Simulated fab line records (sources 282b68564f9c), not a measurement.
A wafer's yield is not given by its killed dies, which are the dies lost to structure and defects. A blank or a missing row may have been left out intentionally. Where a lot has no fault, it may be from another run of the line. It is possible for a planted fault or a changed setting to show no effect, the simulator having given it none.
fab line records -- flow rit_cmos
[record] lots = 6, wafers = 18, last_day = 6
route steps=202 shown NSD@138 PSD@142 SDANNEAL@154 M1@202
lots untouched by any fault: they come from a run of this same line in which no faults occurred
start_h: start of the lot's first displayed wafer, in hours after the record's first day -- wait_h: hours elapsed since this lot's preceding step -- " as in the row above -- L1.1+2: several wafers, shown together as one row -- - no value, or no start was given -- * or withheld: withheld -- < > ~ a bound
route shown NAME@n: names a module that has steps shown in the file, with the first one's number in the route -- usual: the fault-free wafers' mean and standard deviation -- same: alike in all rows -- chamber/n: place in a boat -- sites: per-site readings -- _std_site: the standard deviation of these -- _edge_site: mean of outer sites minus mean of inner sites -- radius_mm: for every site, how far away it sits from the centre of the wafer -- mask NAME#n: copy n -- behind: the most recent tool/chamber to have shaped the wafer -- hold: why the lot was held/for how many hours/how that ended -- device: the transistor (n, p or np) that didn't switch -- end of line: tests of these same wafers at the route's end -- where a step has no rows: the recipe by itself -- killed: count of dies lost to structure and defects at first sort (not the wafer's yield) -- map: dies across one wafer; x = killed, . = not, _ = none there
set.NAME: the run value of the setting; set.NAME@STEP: its run value at that earlier step -- model.NAME: the simulator's own value behind a step, which no gauge read
a table for each step, a row for each wafer; lots at some steps of the route
services: the hour from which a tool's chamber was out of use, counted from the record's first day as start_h (under 0 if before that day), plus the number of hours and why
[[steps]]
[step RIT_NSD_HARDBAKE_07]
[recipe] resist = NOVOLAK, temp_c = 140, time_s = 60
[step RIT_NSD_IMPLANT_08]
[recipe] species = P, energy_kev = 25, dose_cm2 = 1e+15, tilt_deg = 6.664
[step RIT_NSD_STRIP_09]
[recipe] chemistry = O2, time_s = 180, resist = NOVOLAK, platen_temp_c = withheld, power_w = 500, pressure_mtorr = 4000, o2_flow_sccm = 4000
[usual] chamber_pressure_mTorr = 4000/3.4, drypump_motor_current_A = 5.8/0.38, rf_refl_power_W = 6.7/0.57
lot.wafer,tool,chamber,start_h,wait_h,chamber_pressure_mTorr,drypump_motor_current_A,rf_hours_counter_h,rf_refl_power_W
L791.1,plasma_asher-03,0,64.05,0.1,4003,5.9,43,6.7
L791.2,plasma_asher-03,1,64.05,0.1,4001,5.7,43,7.5
L791.6,plasma_asher-03,0,64.05,0.1,3994,5.9,-,6.5
L792.1,plasma_asher-02,1,72.32,0.1,3993,5.4,43,6.2
L792.3,plasma_asher-02,0,72.32,0.1,4001,6.0,-,7.5
L792.4,plasma_asher-02,1,72.32,0.1,4003,5.4,-,6.2
L800.2,plasma_asher-03,1,106.72,0.1,4001,5.6,47,7.3
L800.5,plasma_asher-03,1,106.72,0.1,3999,5.7,-,7.2
L800.6,plasma_asher-03,0,106.72,0.1,4002,5.8,-,6.8
L801.3,plasma_asher-03,0,118.37,0.1,4000,5.9,-,6.6
L801.4,plasma_asher-03,1,118.37,0.1,3998,5.6,-,7.3
L801.5,plasma_asher-03,0,118.37,0.1,4001,5.8,-,6.7
L803.2,plasma_asher-01,1,133.71,0.1,4007,6.5,1,6.1
L803.3,plasma_asher-01,0,133.71,0.1,4001,5.4,-,6.1
L803.4,plasma_asher-01,1,133.71,0.1,4002,6.5,-,6.3
L805.2,plasma_asher-02,1,137.12,0.1,3996,5.4,45,6.3
L805.4,plasma_asher-02,1,137.12,0.1,4004,5.4,-,6.3
L805.6,plasma_asher-02,1,137.12,0.1,3995,5.4,-,6.4
[step RIT_NSD_TW_MEAS_10]
[usual] NSD_TW = 3114/24
lot.wafer,tool,chamber,start_h,wait_h,NSD_TW
L791.1,film_metro-02,-,64.22,0.1,3086
L791.2,film_metro-02,-,64.22,0.1,3051
L791.6,film_metro-02,-,64.22,0.1,3066
L792.1,film_metro-02,-,72.49,0.1,3093
L792.3,film_metro-02,-,72.49,0.1,3086
L792.4,film_metro-02,-,72.49,0.1,3097
L800.2,film_metro-02,-,106.90,0.1,3090
L800.5,film_metro-02,-,106.90,0.1,3078
L800.6,film_metro-02,-,106.90,0.1,3099
L801.3,film_metro-04,-,118.51,0.1,3116
L801.4,film_metro-04,-,118.51,0.1,3121
L801.5,film_metro-04,-,118.51,0.1,3124
L803.2,film_metro-04,-,133.89,0.1,3126
L803.3,film_metro-04,-,133.89,0.1,3129
L803.4,film_metro-04,-,133.89,0.1,3140
L805.2,film_metro-01,-,137.30,0.1,3095
L805.4,film_metro-01,-,137.30,0.1,3137
L805.6,film_metro-01,-,137.30,0.1,3130
[step RIT_PSD_HMDS_00]
[recipe] prime_time_s = 60, prime_temp_c = 140
[step RIT_PSD_COAT_01]
[recipe] resist = NOVOLAK, spin_rpm = 3250, resist_thk_nm = 1000
[step RIT_PSD_SOFTBAKE_02]
[recipe] resist = NOVOLAK, temp_c = 90, time_s = 60
[step RIT_PSD_EXPOSE_03]
[recipe] mask_id = M10, na = 0.57, target_cd_nm = 40900, dose_mj = 250
[step RIT_PSD_PEB_04]
[recipe] resist = NOVOLAK, temp_c = withheld, time_s = withheld
[step RIT_PSD_DEVELOP_05]
[recipe] resist = NOVOLAK, develop_time_s = 50, dev_temp_c = 23
[step RIT_PSD_OVL_MEAS_06]
[usual] PSD_OVL = 0.6/1.4
lot.wafer,tool,chamber,start_h,wait_h,PSD_OVL[nm]
L791.1,overlay-01,-,65.53,-,2.8
L791.2,overlay-01,-,65.53,-,3.7
L791.6,overlay-01,-,65.53,-,0.9
L792.1,overlay-01,-,73.40,-,1.1
L792.3,overlay-01,-,73.40,-,-2.1
L792.4,overlay-01,-,73.40,-,0.3
L800.2,overlay-02,-,107.81,-,1.5
L800.5,overlay-02,-,107.81,-,-0.2
L800.6,overlay-02,-,107.81,-,-1.0
L801.3,overlay-01,-,119.54,-,1.2
L801.4,overlay-01,-,119.54,-,1.3
L801.5,overlay-01,-,119.54,-,-0.7
L803.2,overlay-02,-,135.05,-,-0.2
L803.3,overlay-02,-,135.05,-,0.8
L803.4,overlay-02,-,135.05,-,-1.3
L805.2,overlay-01,-,138.21,-,-0.8
L805.4,overlay-01,-,138.21,-,-0.4
L805.6,overlay-01,-,138.21,-,2.2
[step RIT_PSD_HARDBAKE_07]
[recipe] resist = NOVOLAK, temp_c = 140, time_s = 60
[step RIT_PSD_IMPLANT_08]
[recipe] species = BF2, energy_kev = 27, dose_cm2 = 5e+15, tilt_deg = 7
[usual] beam_energy_keV = 27.002/0.0095, dose_ions_cm2 = 5e+15/4.7e+12
lot.wafer,tool,chamber,start_h,wait_h,beam_energy_keV,dose_ions_cm2,model.implant.rp_nm,model.implant.drp_nm
L791.1,implanter-03,0,65.71,0.1,26.997,5.002e+15,22.67,12.05
L791.2,implanter-03,0,65.71,0.1,27.010,4.999e+15,22.67,12.05
L791.6,implanter-03,0,65.71,0.1,27.010,4.994e+15,22.67,12.05
L792.1,implanter-01,0,73.59,0.1,26.998,4.995e+15,21.72,12.05
L792.3,implanter-01,0,73.59,0.1,26.991,5.002e+15,21.72,12.05
L792.4,implanter-01,0,73.59,0.1,27.002,5.001e+15,21.72,12.05
L800.2,implanter-03,0,108.01,0.1,18.899,4.999e+15,16.51,9.372
L800.5,implanter-03,0,108.01,0.1,18.888,4.994e+15,16.51,9.372
L800.6,implanter-03,0,108.01,0.1,18.897,4.995e+15,16.51,9.372
L801.3,implanter-03,0,119.76,0.1,18.910,4.999e+15,16.86,9.372
L801.4,implanter-03,0,119.76,0.1,18.907,5.004e+15,16.86,9.372
L801.5,implanter-03,0,119.76,0.1,18.891,4.996e+15,16.86,9.372
L803.2,implanter-01,0,135.48,0.1,27.004,4.998e+15,20.76,12.05
L803.3,implanter-01,0,135.48,0.1,27.011,5.001e+15,20.76,12.05
L803.4,implanter-01,0,135.48,0.1,26.998,5.003e+15,20.76,12.05
L805.2,implanter-01,0,138.41,0.1,26.988,4.999e+15,22.21,12.05
L805.4,implanter-01,0,138.41,0.1,27.009,5.002e+15,22.21,12.05
L805.6,implanter-01,0,138.41,0.1,26.996,4.999e+15,22.21,12.05
[step RIT_PSD_STRIP_09]
[recipe] chemistry = O2, time_s = 180, resist = NOVOLAK, platen_temp_c = withheld, power_w = 500, pressure_mtorr = 4000, o2_flow_sccm = 4000
[usual] chamber_pressure_mTorr = 4000/3.4, drypump_motor_current_A = 5.9/0.43, rf_refl_power_W = 6.6/0.57
lot.wafer,tool,chamber,start_h,wait_h,chamber_pressure_mTorr,drypump_motor_current_A,rf_hours_counter_h,rf_refl_power_W
L791.1,plasma_asher-04,0,65.96,0.2,3996,6.2,24,7.1
L791.2,plasma_asher-04,1,65.96,0.2,4002,5.5,24,6.0
L791.6,plasma_asher-04,0,65.96,0.2,4001,6.2,-,7.2
L792.1,plasma_asher-01,0,73.74,0.1,3996,5.4,43,6.2
L792.3,plasma_asher-01,1,73.74,0.1,4004,6.5,-,6.2
L792.4,plasma_asher-01,0,73.74,0.1,4000,5.5,-,6.3
L800.2,plasma_asher-04,0,108.28,0.2,3996,6.2,31,7.4
L800.5,plasma_asher-04,1,108.28,0.2,4000,5.5,-,6.2
L800.6,plasma_asher-04,0,108.28,0.2,4006,6.3,-,7.3
L801.3,plasma_asher-04,1,119.92,0.1,4001,5.5,-,6.1
L801.4,plasma_asher-04,0,119.92,0.1,3994,6.2,-,7.1
L801.5,plasma_asher-04,1,119.92,0.1,4003,5.5,-,6.1
L803.2,plasma_asher-04,1,135.60,0.1,3996,5.5,35,6.2
L803.3,plasma_asher-04,1,135.60,0.1,3997,5.5,-,6.1
L803.4,plasma_asher-04,0,135.60,0.1,3999,6.2,-,7.8
L805.2,plasma_asher-04,0,138.54,0.1,3999,6.2,35,7.0
L805.4,plasma_asher-04,0,138.54,0.1,3999,6.2,-,7.3
L805.6,plasma_asher-04,0,138.54,0.1,3998,6.2,-,7.6
[step RIT_PSD_TW_MEAS_10]
[usual] PSD_TW = 3418/27
lot.wafer,tool,chamber,start_h,wait_h,hold,PSD_TW
L791.1,film_metro-02,-,66.14,0.1,-,3354
L791.2,film_metro-02,-,66.14,0.1,-,3376
L791.6,film_metro-02,-,66.14,0.1,-,3366
L792.1,film_metro-01,-,73.91,0.1,-,3407
L792.3,film_metro-01,-,73.91,0.1,-,3422
L792.4,film_metro-01,-,73.91,0.1,-,3409
L800.2,film_metro-02,-,108.47,0.1,await_dispo/0.2h/release,3103
L800.5,film_metro-02,-,108.47,0.1,await_dispo/0.2h/release,3103
L800.6,film_metro-02,-,108.47,0.1,await_dispo/0.2h/release,3112
L800.2,film_metro-02,-,108.69,0.2,-,3109
L800.5,film_metro-02,-,108.69,0.2,-,3112
L800.6,film_metro-02,-,108.69,0.2,-,3112
L801.3,film_metro-04,-,120.06,0.1,await_dispo/0.2h/release,3160
L801.4,film_metro-04,-,120.06,0.1,await_dispo/0.2h/release,3155
L801.5,film_metro-04,-,120.06,0.1,await_dispo/0.2h/release,3151
L801.3,film_metro-04,-,120.28,0.2,-,3154
L801.4,film_metro-04,-,120.28,0.2,-,3168
L801.5,film_metro-04,-,120.28,0.2,-,3137
L803.2,film_metro-04,-,135.79,0.1,-,3440
L803.3,film_metro-04,-,135.79,0.1,-,3428
L803.4,film_metro-04,-,135.79,0.1,-,3442
L805.2,film_metro-04,-,138.72,0.1,-,3442
L805.4,film_metro-04,-,138.72,0.1,-,3429
L805.6,film_metro-04,-,138.72,0.1,-,3448
[step RIT_SDANNEAL_CLEAN_01]
[recipe] chemistry = dHF, dilution = 50:1, time_s = 30
[step RIT_SDANNEAL_CLEAN_02]
[recipe] chemistry = SC2, mix = 3:3:50, time_s = 600, temp_c = 75, dry = n2_spin
[step RIT_SDANNEAL_RTA_03]
[recipe] temp_c = 1050, time_s = 5, idle_temp_c = 600, ramp_up_c_per_s = 342, ramp_down_c_per_s = 171, cool_to_c = 600, ambient = N2
[usual] wafer_temp_C_max = 1053.4/1.3
lot.wafer,tool,chamber,start_h,wait_h,wafer_temp_C_max
L791.1,rtp_anneal-02,0,66.57,0.0,1050.7
L791.2,rtp_anneal-02,0,66.57,0.0,1053.2
L791.6,rtp_anneal-02,0,66.57,0.0,1052.8
L792.1,rtp_anneal-01,0,74.36,0.0,1052.6
L792.3,rtp_anneal-01,0,74.36,0.0,1052.1
L792.4,rtp_anneal-01,0,74.36,0.0,1054.9
L800.2,rtp_anneal-01,0,113.09,0.0,1053.3
L800.5,rtp_anneal-01,0,113.09,0.0,1055.0
L800.6,rtp_anneal-01,0,113.09,0.0,1054.9
L801.3,rtp_anneal-02,0,125.14,0.0,1052.0
L801.4,rtp_anneal-02,0,125.14,0.0,1052.5
L801.5,rtp_anneal-02,0,125.14,0.0,1052.9
L803.2,rtp_anneal-02,0,136.22,0.0,1052.6
L803.3,rtp_anneal-02,0,136.22,0.0,1053.3
L803.4,rtp_anneal-02,0,136.22,0.0,1051.8
L805.2,rtp_anneal-02,0,139.15,0.0,1052.3
L805.4,rtp_anneal-02,0,139.15,0.0,1052.7
L805.6,rtp_anneal-02,0,139.15,0.0,1052.1
[step RIT_SDANNEAL_RS_MEAS_04]
[recipe] thk_meas_gauge = four-point-probe
[usual] PSD_RS = 115.8/0.34
lot.wafer,tool,chamber,start_h,wait_h,hold,PSD_RS[ohm/sq]
L791.1,film_metro-04,-,66.63,0.0,-,115.4
L791.2,film_metro-04,-,66.63,0.0,-,115.1
L791.6,film_metro-04,-,66.63,0.0,-,115.4
L792.1,film_metro-02,-,74.41,0.0,-,116.0
L792.3,film_metro-02,-,74.41,0.0,-,116.0
L792.4,film_metro-02,-,74.41,0.0,-,116.2
L800.2,film_metro-04,-,113.15,0.1,await_dispo/0.2h/release,137.5
L800.5,film_metro-04,-,113.15,0.1,await_dispo/0.2h/release,137.4
L800.6,film_metro-04,-,113.15,0.1,await_dispo/0.2h/release,137.8
L800.2,film_metro-04,-,113.44,0.3,-,137.6
L800.5,film_metro-04,-,113.44,0.3,-,137.3
L800.6,film_metro-04,-,113.44,0.3,-,137.9
L801.3,film_metro-02,-,125.22,0.1,await_dispo/0.2h/release,138.7
L801.4,film_metro-02,-,125.22,0.1,await_dispo/0.2h/release,138.1
L801.5,film_metro-02,-,125.22,0.1,await_dispo/0.2h/release,138.4
L801.3,film_metro-02,-,125.51,0.3,-,139.1
L801.4,film_metro-02,-,125.51,0.3,-,138.5
L801.5,film_metro-02,-,125.51,0.3,-,138.5
L803.2,film_metro-04,-,136.28,0.1,-,115.5
L803.3,film_metro-04,-,136.28,0.1,-,115.6
L803.4,film_metro-04,-,136.28,0.1,-,115.4
L805.2,film_metro-02,-,139.22,0.1,-,116.2
L805.4,film_metro-02,-,139.22,0.1,-,116.2
L805.6,film_metro-02,-,139.22,0.1,-,116.4
[step RIT_M1_PROBE_99]
[usual] defect_limited_yield = 97.4/1.1, killed_at_contacts = 0.0/0.2, killed_at_front_end = 6.8/2.9, killed_dies = 6.8/2.9, killed_open = 3.3/1.9, killed_short = 3.5/2, sort_bin_3_pad_short = 0.1/0.21, sort_bin_5_function = 1.4/0.74, sort_bin_6_memory = 1.1/0.67, sort_n_pass = 257.2/2.9, sort_yield_pct = 97.4/1.1
[same] gross_dies = 264, killed_at_M0_to_M3 = 0, killed_at_M4_up = 0, killed_at_back_side = 0, killed_at_other = 0
lot.wafer,tool,chamber,start_h,wait_h,defect_limited_yield[%],killed_at_contacts,killed_at_front_end,killed_dies,killed_open,killed_short,sort_bin_3_pad_short[%],sort_bin_5_function[%],sort_bin_6_memory[%],sort_n_pass,sort_yield_pct[%]
L791.1,prober-01,-,73.92,0.1,97.0,0,8,8,6,2,0,1.9,1.1,256.0,97.0
L791.2,prober-01,-,73.97,0.1,97.7,0,6,6,4,2,0,2.3,0,258.0,97.7
L791.6,prober-01,-,74.17,0.2,97.0,0,8,8,4,4,0.8,1.5,0.8,256.0,97.0
L803.2,prober-01,-,143.81,0.1,97.3,0,7,7,3,4,0.4,0.8,1.5,257.0,97.3
L803.3,prober-01,-,143.86,0.2,98.5,0,4,4,3,0,0,0.8,0.8,260.0,98.5
L803.4,prober-01,-,143.91,0.2,98.1,1,4,5,2,3,0,1.1,0.8,259.0,98.1
L805.2,prober-01,-,147.07,0.1,98.5,0,4,4,0,4,0.4,1.1,0,260.0,98.5
L805.4,prober-01,-,147.17,0.2,98.1,0,5,5,3,2,0,0.8,1.1,259.0,98.1
L805.6,prober-01,-,147.27,0.2,96.6,0,9,9,5,4,0,1.9,1.5,255.0,96.6
// killed by level:class
L791.1 GATE:geometric_particle:open=2 GATE:geometric_particle:short=2 REOX:geometric_particle:open=2 SPACER:geometric_particle:open=1 SILICIDE:geometric_particle:open=1
L791.2 SPACER:geometric_particle:open=2 GATE:geometric_particle:open=1 GATE:geometric_particle:short=1 SPACER:geometric_particle:short=1 SILICIDE:geometric_particle:open=1
L791.6 GATE:geometric_particle:short=3 GATE:geometric_particle:open=2 FOX1:geometric_particle:open=1 SPACER:geometric_particle:open=1 SPACER:geometric_particle:short=1
L803.2 FOX1:geometric_particle:short=2 FOX1:geometric_particle:open=1 GATE:geometric_particle:open=1 REOX:geometric_particle:open=1 SPACER:geometric_particle:short=1 SILICIDE:geometric_particle:short=1
L803.3 GATE:geometric_particle:open=2 SPACER:geometric_particle:open=1 NWELL:coat_microbubble_printed=1
L803.4 FOX1:geometric_particle:short=2 FOX1:geometric_particle:open=1 REOX:geometric_particle:short=1 CONTACT:geometric_particle:open=1
L805.2 FOX2:geometric_particle:short=1 GATE:geometric_particle:short=1 SPACER:geometric_particle:short=1 SILICIDE:geometric_particle:short=1
L805.4 FOX1:geometric_particle:short=1 FOX1:geometric_particle:open=1 GATE:geometric_particle:open=1 SPACER:geometric_particle:short=1 SILICIDE:geometric_particle:open=1
L805.6 SPACER:geometric_particle:open=2 FOX1:geometric_particle:open=1 FOX2:geometric_particle:short=1 REOX:geometric_particle:open=1 SPACER:geometric_particle:short=1 SILICIDE:geometric_particle:open=1 SILICIDE:geometric_particle:short=1 STARTING-WAFER:geometric_particle:short=1
[[services]]
tool,chamber,start_h,hours,kind
implanter-03,-,55.08,1.5,repair
implanter-01,-,61.65,3.8,repair
rtp_anneal-02,-,68.27,5.3,pm
plasma_asher-02,-,72.88,49.5,pm
plasma_asher-03,-,91.42,15.0,pm
plasma_asher-01,-,106.39,14.1,pm
implanter-01,-,107.75,3.4,repair
plasma_asher-01,-,120.52,9.0,pm
plasma_asher-01,0,120.52,9.0,vent_cycle
plasma_asher-01,1,120.52,9.0,vent_cycle
plasma_asher-02,-,122.41,2.8,pm
plasma_asher-01,0,129.52,-,clean
plasma_asher-01,1,129.52,-,clean
implanter-01,-,139.18,1.2,repair
[[key]]
[first_sign] step = RIT_PSD_IMPLANT_08, reading = beam_energy_keV, direction = down, sigmas = 99+, usual = 27.002, struck = 18.899
[effect] step = RIT_PSD_TW_MEAS_10, reading = visit, direction = added
[effect] step = RIT_PSD_TW_MEAS_10, reading = PSD_TW, direction = down, sigmas = 11, usual = 3418, struck = 3131
[effect] step = RIT_SDANNEAL_RS_MEAS_04, reading = visit, direction = added
[effect] step = RIT_SDANNEAL_RS_MEAS_04, reading = PSD_RS, direction = up, sigmas = 64, usual = 115.8, struck = 138.0
[model_effect] step = RIT_PSD_IMPLANT_08, value = implant.rp_nm, without = 22.13, struck = 16.69
met_at RIT_PSD_IMPLANT_08
struck_wafers L800.2,L800.5,L800.6,L801.3,L801.4,L801.5
scrapped_behind RIT_SDANNEAL_RS_MEAS_04 L800.2,L800.5,L800.6,L801.3,L801.4,L801.5
onset_between 65.71 108.01
[fault] kind = process_parameter_drift, tool = implanter-03, chamber = -, onset_h = 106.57, steps = RIT_PSD_IMPLANT_08, channel = energy_kev, offset = -8.1, shape = step, end_h = 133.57, acts_in = these_recipes_only, stated = 27
